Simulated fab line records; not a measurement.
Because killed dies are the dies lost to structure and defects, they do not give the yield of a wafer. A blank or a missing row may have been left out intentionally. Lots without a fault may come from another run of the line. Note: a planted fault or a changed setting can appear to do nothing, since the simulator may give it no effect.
Which tool did it?	flow rit-cmos	45 wafers sampled from 15 lots at 1 step of a route of 202

== WHAT THE GAUGES READ, wafer by wafer ==
Not one reading of a measure or inspect step in the record can be checked against a usual standard deviation.

== WHAT TOOL EACH LOT RAN ON (gives the tool, then ch and the chambers of the sampled wafers, and finally the start) ==
lot	RIT_NSD_EXPOSE_03
L456	iline-stepper-02 ch 0, day 3 04:01
L457	iline-stepper-01 ch 0, day 3 06:44
L458	iline-stepper-01 ch 0, day 3 10:10
L460	iline-stepper-01 ch 0, day 3 20:28
L461	iline-stepper-01 ch 0, day 4 02:41
L462	iline-stepper-02 ch 0, day 4 12:06
L464	iline-stepper-02, day 4 16:13
L465	iline-stepper-01, day 5 00:25
L466	iline-stepper-01, day 5 06:31
L467	iline-stepper-02 ch 0, day 5 11:52
L472	iline-stepper-02 ch 0, day 6 09:07
L473	iline-stepper-02 ch 0, day 6 18:57
L475	iline-stepper-02 ch 0, day 7 00:12
L479	iline-stepper-01 ch 0, day 7 22:11
L478	iline-stepper-02 ch 0, day 7 22:26
- RIT_NSD_EXPOSE_03: exposes mask M9, target cd 40700 nm.

== WHAT THE TOOLS THEMSELVES READ (means of the sampled wafers that have a number; where no wafer has one, the mark that the record gives instead) ==
RIT_NSD_EXPOSE_03. Usual: exposure-dose-mJ-cm2 249.99, standard deviation 0.26; focus-offset-nm 0.0 nm, standard deviation 0.57.
lot	tool	exposure-dose-mJ-cm2	focus-offset-nm (nm)	flag
L456	iline-stepper-02	250.19	-0.3	
L457	iline-stepper-01	250.10	-0.5	
L458	iline-stepper-01	249.95	0.1	
L460	iline-stepper-01	249.68	-0.3	
L461	iline-stepper-01	250.09	-0.2	
L462	iline-stepper-02	250.03	-0.2	
L464	iline-stepper-02	-	-	OFF
L465	iline-stepper-01	-	-	OFF
L466	iline-stepper-01	-	-	OFF
L467	iline-stepper-02	250.18	0.1	
L472	iline-stepper-02	250.05	0.2	
L473	iline-stepper-02	250.24	0.4	
L475	iline-stepper-02	249.87	0.0	
L479	iline-stepper-01	250.14	0.5	
L478	iline-stepper-02	249.88	-0.5	

== THE ANSWER, worked out from the rows above alone ==
Rule: a lot counts as off when the mean over its wafers that have a number is more than 3 standard deviations away from the usual mean. A lot without any number at a reading at which 4 lots or more have one is off too. The other lots that the step has rows for count as sound. Order of review: gauges by route order, followed by the tools' own readings, for which a lot's mean as printed above is used. At the first step where some lot is off, the reading lying furthest off is the one used; lots without a number count as furthest.
Off at RIT_NSD_EXPOSE_03 (exposure-dose-mJ-cm2): L464, L465, L466. Without a number there: L464, L465, L466.
A tool fits if, at that step or a process step before it, it ran every lot that is off, and no sound lot after the first of them. Of those tried, none fits.

== WHAT THE SIMULATOR HAD INSERTED ==
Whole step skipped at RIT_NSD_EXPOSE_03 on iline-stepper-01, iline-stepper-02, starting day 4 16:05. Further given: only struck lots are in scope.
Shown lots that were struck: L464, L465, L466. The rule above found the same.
